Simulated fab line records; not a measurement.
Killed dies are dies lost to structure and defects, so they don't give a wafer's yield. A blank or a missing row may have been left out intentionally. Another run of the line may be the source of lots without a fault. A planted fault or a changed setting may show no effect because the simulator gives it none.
A struck lot beside a sound one :: flow berkeley-cmos170 :: 20 out of 331 route steps
Sound: the wafers L142.1, L142.4, L142.6. The struck wafers were L130.2, L130.5, L130.6. Last of all comes the cause.
At each step with rows: each side's tool, then ch and its chambers, then its first start. Under that, the readings that differ: sound wafers :: struck wafers :: difference of the means :: sigmas: that difference in standard deviations of wafers without a fault.
alike: words and numbers the same on both sides, and readings whose means are apart by under 2 such deviations; not compared: readings that were withheld, readings missing a value for some wafer, numbers with overlapping values and no deviation given by the record, and bounds like >300 which may hide the same value.
A row with sigmas, a row that says differs or no value, or rows on one side alone: a step with any of these is where the two part. Numbers that have no deviation but don't overlap get no sigmas and don't part them. A reading that every wafer of one side lacks parts them only if that side has two wafers or more.

UCB170_M1_STRIP_13: strips in O2.
  sound on plasma-asher-03 ch 0,1, day 10 23:16; struck on plasma-asher-03 ch 0,1, day 9 01:40
  alike: drypump-motor-current-A, o2-flow-sccm, oes-product-au
  not compared: rf-hours-counter-h
UCB170_M1_CD_MEAS_90: target cd 700 nm.
  sound: cd-sem-02 at day 10 23:22; struck: cd-sem-02 at day 9 01:52
  alike: cd-nm
then, 1 step without rows for these wafers: UCB170_M1_ANNEAL_14 (time 1200 s).
UCB170_V1_CVD_00: deposits SiO2 from TEOS/O2, target thk 2000 nm, time 250 s.
  sound on pecvd-04 ch 0,1,2, day 11 03:53; struck on pecvd-04 ch 1,2, day 9 04:07
  alike: heater-power-w
UCB170_V1_THK_MEAS_01:
  sound: film-metro-01 at day 11 04:03; struck: film-metro-03 at day 9 04:16
  alike: V1_TEOS_THK
UCB170_V1_CMP_02: polishes SiO2.
  sound on cmp-02 ch 0,3, day 11 04:07; struck on cmp-01 ch 0,3, day 9 04:46
reading: motor-current-A (A)
sound: 14.3 15.1 15.5
struck: 17.8 17.3 18.8
difference: +3.0
sigmas: +2
UCB170_V1_BOW_MEAS_03:
  sound: film-metro-04 at day 11 04:25; struck: film-metro-03 at day 9 05:05
  alike: V1_BOW
UCB170_V1_THK_MEAS_04:
  sound: film-metro-04 at day 11 04:32; struck: film-metro-03 at day 9 05:12
  alike: V1_POLISHED_THK
then, 4 steps without rows for these wafers: UCB170_V1_CLEAN_05 (cleans in DIW); UCB170_V1_HMDS_06 (prime time 60 s); UCB170_V1_COAT_07 (resist thk 900 nm); UCB170_V1_SOFTBAKE_08 (time 60 s).
UCB170_V1_EXPOSE_09: exposes mask VIA1, target cd 700 nm.
  sound on krf-scanner-02 ch 0, day 11 06:06; struck on krf-scanner-01 ch 0, day 9 06:31
reading: exposure-dose-mJ-cm2
sound: 36.98 36.97 36.96
struck: 33.15 33.08 33.07
difference: -3.87
sigmas: -99 or more
  alike: mask, focus-offset-nm
then, 2 steps without rows for these wafers: UCB170_V1_PEB_10; UCB170_V1_DEVELOP_11 (develop time 45 s).
UCB170_V1_CD_MEAS_12: target cd 700 nm.
  sound: cd-sem-01 at day 11 06:59; struck: cd-sem-02 at day 9 07:38
reading: cd-nm (nm)
sound: 701.0 701.3 701.1
struck: 677.9 678.7 678.8
difference: -22.7
sigmas: -16
UCB170_V1_OVL_MEAS_13:
  sound: overlay-01 at day 11 07:07; struck: overlay-01 at day 9 07:45
  alike: V1_OVL
UCB170_V1_ETCH_14: etches SiO2 in CHF3/CF4/Ar, stops on Al, target depth 1250 nm, time 291 s.
  sound on rie-diel-01 ch 0,1,3, day 11 07:09; struck on rie-diel-03 ch 0,1,3, day 9 07:47
reading: model.V1.cd-nm (nm)
sound: 700.7 700.9 701.1
struck: 679 679.3 679
difference: -22
sigmas: 
  alike: drypump-motor-current-A, oes-product-au, throttle-valve-pct
  not compared: rf-hours-counter-h
UCB170_V1_STRIP_15: strips in O2.
  sound on plasma-asher-03 ch 0,1, day 11 07:20; struck on plasma-asher-03 ch 0,1, day 9 07:58
  alike: drypump-motor-current-A, o2-flow-sccm, oes-product-au, strip-time-to-endpoint-s
  not compared: rf-hours-counter-h
UCB170_M3_PROBE_99:
  rows exist in the record for the struck wafers here (prober-01, day 9 17:20), but not for the sound ones

== WHERE THEY PART ==
Last at UCB170_M3_PROBE_99 as far as this record goes, first at UCB170_V1_CMP_02.

WHY: what the simulator had put in
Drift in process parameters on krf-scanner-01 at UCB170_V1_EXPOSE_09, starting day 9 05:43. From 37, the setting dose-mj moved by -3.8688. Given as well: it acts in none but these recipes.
